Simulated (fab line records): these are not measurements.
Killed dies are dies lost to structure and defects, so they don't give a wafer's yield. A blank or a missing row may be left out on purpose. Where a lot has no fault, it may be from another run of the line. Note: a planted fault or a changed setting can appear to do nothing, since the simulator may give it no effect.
Problem report in the 8D (eight disciplines) form, filled by code / flow berkeley_cmos170 / the parts of the form that need people (team, actions taken, sign-off) are left out

## 1. WHAT WENT WRONG
Wafers without a fault read 296.6 W, standard deviation 1.1; rf_fwd_power_W at UCB170_GATE_ETCH_15 reads a mean of 248.5 W on 9 wafers belonging to 3 lots. Measured from the usual mean, that is -44 standard deviations.
The step: etches poly-Si in HBr/Cl2, stops on SiO2, time 56.3 s, target depth 278.2 nm.
Earliest sighting: wafer L932.1 on rie_si-02 at day 8 14:09. The record has a number at this step for 21 wafers belonging to 7 lots. Rule for "out" (also "out of limits"): further than 4 standard deviations from the usual mean. All remaining wafers that have a number are taken as sound.

## 2. WHAT THIS IS AND IS NOT
question=which readings at this step | is=rf_fwd_power_W | is not=drypump_motor_current_A, oes_product_au, throttle_valve_pct
question=which lots | is=L932, L935, L936 | is not=L929, L938, L941, L946
question=which wafers of those lots | is=all that have a number | is not=-
question=read on which tools | is=rie_si-02 | is not=rie_si-01
question=when | is=from day 8 14:09 | is not=up to then (3 sound wafers); but 9 sound wafers of L938, L941, L946 came after

## 3. WHAT RULES OUT EACH SUSPECT
Counting: a tool at any process step up to the reading remains a suspect when it ran all the lots that are out and ran no sound lot after the first of those.
- rie_si-02 at UCB170_GATE_ETCH_15 (etches poly-Si in HBr/Cl2, stops on SiO2, time 56.3 s, target depth 278.2 nm): kept. It processed each lot that is out, first L932 at day 8 14:09, and no sound lot thereafter; up to then, the last sound lot it processed was L929 at day 7 22:12. Its own rf_fwd_power_W readings are out on those wafers.
Left after counting: rie_si-02 at UCB170_GATE_ETCH_15.

## 4. THE CAUSE (what the simulator had put in)
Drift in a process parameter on rie_si-02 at UCB170_GATE_ETCH_15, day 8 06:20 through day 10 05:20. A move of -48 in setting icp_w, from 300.
Only this tool survived the counting.

## 5. THE CHAIN OF EFFECTS, in route order
One row per reading whose mean, taken over the struck wafers that have a number, lies over 3 standard deviations from the usual. Readings are gone through only where the record gives a usual standard deviation; hours: the median, over the lots, of the time from a lot's start at the first step in this table giving one to that lot's start at this step; sigmas: the change measured in usual standard deviations.
hours=0; step=UCB170_GATE_ETCH_15; reading=rf_fwd_power_W; usual=296.6 W; on struck wafers=248.5; change=-48.1; sigmas=-44
It contains these process steps:
- UCB170_GATE_ETCH_15: etches poly-Si in HBr/Cl2, stops on SiO2, time 56.3 s, target depth 278.2 nm.

## 6. HOW IT WOULD HAVE BEEN CAUGHT EARLIER
In this record the first reading out of limits was taken at day 8 14:09, 8 hours after the fault began at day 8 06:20.
